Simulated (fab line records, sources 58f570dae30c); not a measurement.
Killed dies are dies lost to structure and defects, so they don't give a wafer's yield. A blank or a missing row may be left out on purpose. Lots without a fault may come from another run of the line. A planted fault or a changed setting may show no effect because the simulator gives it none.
Which tool did it? | flow berkeley_cmos170 | 15 lots, 45 wafers sampled, at 4 steps of a route of 331

WHAT THE GAUGES READ, wafer by wafer
UCB170_NWELL_THK_MEAS_02.
lot  | measured    | on            | NWELL_OXIDE_THK (nm)
L505 | day 2 19:52 | film_metro-04 | 26.0 26.2 26.1
L506 | day 3 01:35 | film_metro-02 | 26.3 26.7 26.5
L508 | day 3 14:02 | film_metro-01 | 25.6 25.4 25.9
L509 | day 3 20:08 | film_metro-01 | 26.0 26.0 26.3
L510 | day 4 00:41 | film_metro-01 | 27.3 27.3 27.3
L514 | day 4 21:41 | film_metro-02 | 26.3 26.3 26.5
L516 | day 5 01:44 | film_metro-02 | 26.5 26.2 26.2
L515 | day 5 01:45 | film_metro-04 | 25.8 25.7 26.0
L517 | day 5 09:12 | film_metro-04 | 26.4 26.5 26.0
L519 | day 5 18:54 | film_metro-01 | 26.6 26.9 27.0
L520 | day 6 03:05 | film_metro-04 | 26.1 26.6 26.0
L522 | day 6 09:39 | film_metro-04 | 26.6 26.3 26.8
L521 | day 6 09:40 | film_metro-01 | 26.9 26.4 26.3
L524 | day 7 00:54 | film_metro-01 | 26.5 26.3 26.5
L523 | day 7 00:56 | film_metro-04 | 26.1 26.2 26.6

UCB170_SDANNEAL_RS_MEAS_05: measures by four-point-probe.
lot  | measured     | on            | NLDD_RS (ohm/sq)
L505 | day 8 06:32  | film_metro-03 | 613.5 614.0 614.8
L506 | day 8 06:22  | film_metro-01 | 615.5 616.0 615.2
L508 | day 9 11:44  | film_metro-01 | 616.2 615.3 615.1
L509 | day 9 12:11  | film_metro-03 | 614.3 617.1 617.3
L510 | day 9 11:45  | film_metro-02 | 617.6 617.7 616.9
L514 | day 10 17:20 | film_metro-03 | 615.1 614.8 613.9
L516 | day 10 18:10 | film_metro-01 | 612.7 616.1 616.1
L515 | day 10 18:05 | film_metro-02 | 618.0 614.8 616.7
L517 | day 11 06:20 | film_metro-03 | 614.5 615.2 616.5
L519 | day 11 18:49 | film_metro-03 | 619.1 617.9 618.4
L520 | day 12 03:27 | film_metro-02 | 618.6 617.5 618.8
L522 | day 12 03:43 | film_metro-01 | 614.4 615.1 615.5
L521 | day 12 04:14 | film_metro-03 | 614.1 614.1 613.1
L524 | day 12 16:05 | film_metro-02 | 616.8 613.4 613.6
L523 | day 12 16:45 | film_metro-01 | 616.1 616.2 617.5

UCB170_M2_CD_MEAS_15: target cd 700 nm.
lot  | measured     | on        | cd_nm (nm)
L505 | day 9 00:09  | cd_sem-01 | 699.1 699.6 699.3
L506 | day 9 00:49  | cd_sem-02 | 702.0 701.2 700.8
L514 | day 11 07:38 | cd_sem-01 | 698.2 699.0 699.1
L516 | day 11 10:02 | cd_sem-02 | 700.7 701.9 700.6
L515 | day 11 09:50 | cd_sem-01 | 699.1 696.8 697.2
L517 | day 11 19:11 | cd_sem-01 | 698.2 698.9 698.0
L519 | day 12 13:23 | cd_sem-01 | 701.4 701.5 701.2
L520 | day 12 16:32 | cd_sem-01 | 700.5 700.0 699.3
L522 | day 12 17:21 | cd_sem-01 | 699.9 700.7 701.3
L521 | day 12 17:55 | cd_sem-01 | 700.7 701.6 700.2
L524 | day 13 05:55 | cd_sem-01 | 700.7 699.6 700.2
L523 | day 13 07:08 | cd_sem-02 | 698.3 698.5 698.1

WHICH TOOL RAN EACH LOT (tool, then ch and the chambers of the sampled wafers, then the start)
lot  | UCB170_V1_STRIP_15
L505 | plasma_asher-02 ch 0,1, day 8 21:11
L506 | plasma_asher-04 ch 0,1, day 8 21:52
L508 | plasma_asher-02 ch 0,1, day 9 22:31
L509 | plasma_asher-04 ch 0,1, day 10 00:45
L510 | plasma_asher-02 ch 0,1, day 10 00:36
L514 | plasma_asher-03 ch 0,1, day 11 05:29
L516 | plasma_asher-02 ch 0,1, day 11 07:05
L515 | plasma_asher-03 ch 0,1, day 11 06:49
L517 | plasma_asher-04 ch 0,1, day 11 16:50
L519 | plasma_asher-04 ch 0,1, day 12 11:04
L520 | plasma_asher-03 ch 0,1, day 12 13:49
L522 | plasma_asher-04 ch 0,1, day 12 15:13
L521 | plasma_asher-03 ch 0,1, day 12 15:22
L524 | plasma_asher-02 ch 0,1, day 13 03:17
L523 | plasma_asher-04 ch 0,1, day 13 04:52
- UCB170_V1_STRIP_15: strips in O2.

WHAT THE TOOLS THEMSELVES READ (means of the sampled wafers that have a number; where no wafer has one, the mark that the record gives instead)
UCB170_V1_STRIP_15.
lot  | tool            | chamber_pressure_mTorr (mTorr) | drypump_motor_current_A (A) | oes_product_au (a.u.) | strip_time_to_endpoint_s (s)
L505 | plasma_asher-02 | 3501                           | 6.15                        | 0.725                 | 15.42
L506 | plasma_asher-04 | 3499                           | 5.92                        | 0.723                 | 15.34
L508 | plasma_asher-02 | -                              | -                           | -                     | -
L509 | plasma_asher-04 | -                              | -                           | -                     | -
L510 | plasma_asher-02 | -                              | -                           | -                     | -
L514 | plasma_asher-03 | 3497                           | 5.57                        | 0.725                 | 15.33
L516 | plasma_asher-02 | 3502                           | 5.92                        | 0.727                 | 15.37
L515 | plasma_asher-03 | 3498                           | 5.58                        | 0.725                 | 15.51
L517 | plasma_asher-04 | 3504                           | 5.80                        | 0.720                 | 15.43
L519 | plasma_asher-04 | 3502                           | 5.81                        | 0.722                 | 15.48
L520 | plasma_asher-03 | 3501                           | 5.56                        | 0.717                 | 15.42
L522 | plasma_asher-04 | 3500                           | 5.91                        | 0.719                 | 15.37
L521 | plasma_asher-03 | 3499                           | 5.61                        | 0.718                 | 15.41
L524 | plasma_asher-02 | 3499                           | 5.95                        | 0.723                 | 15.39
L523 | plasma_asher-04 | 3497                           | 5.77                        | 0.721                 | 15.41

THE ANSWER, worked out from the rows above alone
Rule: what is usual is taken from the lots themselves. Put in order of their means at a reading, lots are off if they are a third of the lots or fewer, leave a main group of 4 or more, and stand apart from it by a gap of 3 or more times the standard deviation of the main group's means; of several such gaps the widest counts. A main group whose means are all the same, to the digits that the tables above print for the reading, isn't used. A lot without any number at a reading at which 4 lots or more have one is off too. The other lots that the step has rows for count as sound. The gauges are gone through in route order, then the tools' own readings, and for those a lot's mean is taken as printed above. The first step at which some lot is off is used, and at that step the reading that is off furthest; a lot without a number counts as furthest.
Off: L508, L509, L510, at UCB170_V1_STRIP_15 (chamber_pressure_mTorr). Without a number there: L508, L509, L510. The main group: mean 3500 mTorr, standard deviation 2.1.
A tool fits if, at that step or a process step before it, it ran every lot that is off, and no sound lot after the first of them. None of those tried fits.

WHAT THE SIMULATOR HAD PUT IN
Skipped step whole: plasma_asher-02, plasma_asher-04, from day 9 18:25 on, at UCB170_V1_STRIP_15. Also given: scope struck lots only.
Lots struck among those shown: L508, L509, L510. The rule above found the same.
